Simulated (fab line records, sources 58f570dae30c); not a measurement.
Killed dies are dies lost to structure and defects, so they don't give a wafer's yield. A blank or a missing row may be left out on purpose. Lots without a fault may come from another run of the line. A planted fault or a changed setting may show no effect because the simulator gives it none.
fab line records | flow berkeley_cmos170
record lots=5 wafers=15 last_day=11
route steps=331 shown NWELL@30 PWELL@34
lots that met no fault: from a run of the same line without faults
start_h: hours from the record's first day to the start of the lot's first wafer shown | wait_h: hours since the lot's step before | " the same as in the row above | L1.1+2: a row that stands for several wafers | - no value, or no start given | * or withheld: withheld | < > ~ a bound
route shown NAME@n: a module of which the file shows steps, and the number in the route of the first | usual: mean/standard deviation of fault-free wafers | same: alike in all rows | chamber/n: place in a boat | sites: the reading at each site | _std_site: their standard deviation | _edge_site: outer sites' mean less inner sites' | radius_mm: how far each site lies from the wafer's centre | mask NAME#n: copy n | behind: the tool/chamber that last shaped the wafer | hold: why the lot was held/for how many hours/how that ended | device: the transistor (n, p or np) that didn't switch | end of line: the same wafers' tests at the end of the route | a step without rows: its recipe alone | killed: dies lost to structure and defects at the first sort, not the wafer's yield | map: a wafer's dies, x killed, . not, _ none there
set.NAME: the setting as run; set.NAME@STEP: as run at that earlier step | model.NAME: the simulator's own value behind a step, which no gauge read
lots at some steps of the route; a table a step, a row a wafer
services: from which hour (start_h, from the record's first day; less than 0 if before it) a tool's chamber was out of use, for how many hours, and why
## steps
# step UCB170_NWELL_TW_MEAS_16
# usual NWELL_TW=1257/19
# columns lot.wafer tool chamber start_h wait_h NWELL_TW
L075.3 film_metro-04 - 30.38 0.1 1280
L075.4 " - " " 1271
L075.5 " - " " 1279
L088.3 film_metro-04 - 102.64 0.1 1281
L088.4 " - " " 1282
L088.6 " - " " 1281
L090.1 film_metro-01 - 110.54 0.1 1264
L090.3 " - " " 1254
L090.5 " - " " 1255
L091.1 film_metro-01 - 117.82 0.1 1257
L091.5 " - " " 1257
L091.6 " - " " 1247
L093.2 film_metro-04 - 124.51 0.1 1279
L093.5 " - " " 1281
L093.6 " - " " 1278
# step UCB170_NWELL_CLEAN_17
# recipe chemistry=SPM temp_c=120 time_s=600
# usual bath_heat_duty_pct=13.3/1.1
# columns lot.wafer tool chamber start_h wait_h bath_heat_duty_pct
L075.3 wet_bench-01 3 30.42 0.0 14.3
L075.4 " 3 " " 14.8
L075.5 " 3 " " 15.2
L088.3 wet_bench-01 0 102.80 0.2 13.9
L088.4 " 0 " " 12.9
L088.6 " 0 " " 13.5
L090.1 wet_bench-02 2 111.14 0.6 12.7
L090.3 " 2 " " 12.3
L090.5 " 2 " " 12.6
L091.1 wet_bench-02 0 117.88 0.1 13.5
L091.5 " 0 " " 11.9
L091.6 " 0 " " 13.4
L093.2 wet_bench-02 2 124.56 0.0 13.9
L093.5 " 2 " " 11.6
L093.6 " 2 " " 12.0
# step UCB170_NWELL_WET_ETCH_18
# recipe chemistry=H3PO4 target=Si3N4 temp_c=160 time_s=14400
# usual bath_heat_duty_pct=27.1/2.2
# columns lot.wafer tool chamber start_h wait_h bath_heat_duty_pct
L075.3 wet_bench-02 1 30.61 0.0 21.5
L075.4 " 1 " " 24.2
L075.5 " 1 " " 23.3
L088.3 wet_bench-04 3 103.14 0.2 26.5
L088.4 " 3 " " 27.8
L088.6 " 3 " " 24.4
L090.1 wet_bench-01 0 111.46 0.1 26.3
L090.3 " 0 " " 26.7
L090.5 " 0 " " 27.0
L091.1 wet_bench-02 3 118.05 0.0 29.6
L091.5 " 3 " " 30.1
L091.6 " 3 " " 29.6
L093.2 wet_bench-04 3 124.75 0.0 26.5
L093.5 " 3 " " 26.1
L093.6 " 3 " " 24.6
# step UCB170_NWELL_WET_ETCH_19
# recipe chemistry=BOE dilution=5:1 target=SiO2 temp_c=25 time_s=22
# usual bath_heat_duty_pct=6.2/0.59
# columns lot.wafer tool chamber start_h wait_h bath_heat_duty_pct
L075.3 wet_bench-02 0 35.36 0.4 6.5
L075.4 " 0 " " 5.9
L075.5 " 0 " " 5.8
L088.3 wet_bench-01 0 110.66 3.5 5.3
L088.4 " 0 " " 5.8
L088.6 " 0 " " 5.8
L090.1 wet_bench-04 2 115.83 0.0 6.1
L090.3 " 2 " " 6.1
L090.5 " 2 " " 6.9
L091.1 wet_bench-01 2 122.06 0.0 6.9
L091.5 " 2 " " 7.4
L091.6 " 2 " " 5.6
L093.2 wet_bench-02 1 129.85 1.1 5.8
L093.5 " 1 " " 5.9
L093.6 " 1 " " 5.7
# step UCB170_PWELL_CLEAN_00
# recipe chemistry=SPM temp_c=120 time_s=600
# usual bath_heat_duty_pct=13.3/1.1
# columns lot.wafer tool chamber start_h wait_h bath_heat_duty_pct
L075.3 wet_bench-02 0 35.41 0.0 11.7
L075.4 " 0 " " 12.7
L075.5 " 0 " " 12.5
L088.3 wet_bench-04 0 111.17 0.5 12.8
L088.4 " 0 " " 12.6
L088.6 " 0 " " 13.4
L090.1 wet_bench-02 2 115.84 0.0 13.2
L090.3 " 2 " " 13.1
L090.5 " 2 " " 14.3
L091.1 wet_bench-04 0 122.07 0.0 13.4
L091.5 " 0 " " 13.9
L091.6 " 0 " " 12.7
L093.2 wet_bench-01 0 130.88 1.0 13.7
L093.5 " 0 " " 12.3
L093.6 " 0 " " 13.6
# step UCB170_PWELL_CLEAN_01
# recipe chemistry=dHF dilution=25:1 time_s=60
# columns lot.wafer tool chamber start_h wait_h
L075.3+4+5 wet_bench-01 1 35.65 0.1
L088.3+4+6 wet_bench-04 0 111.52 0.2
L090.1+3+5 wet_bench-01 1 116.02 0.0
L091.1+5+6 wet_bench-02 2 122.25 0.0
L093.2+5+6 wet_bench-01 0 131.09 0.0
# step UCB170_PWELL_OXIDATION_02
# recipe temp_c=1000 ambient=O2 target_thk_a=264 ox_time_s=1260
# columns lot.wafer tool chamber start_h wait_h
L075.3+4+5 furnace-04 0 37.18 1.5
L088.3+4+6 furnace-02 0 115.37 3.8
L090.1+3+5 furnace-02 0 119.88 3.8
L091.1+5+6 furnace-01 0 126.06 3.8
L093.2+5+6 furnace-01 0 133.32 2.2
## services
# columns tool chamber start_h hours kind
furnace-01 - 26.27 2.9 pm
furnace-02 - 53.30 4.2 pm
## key
fault none
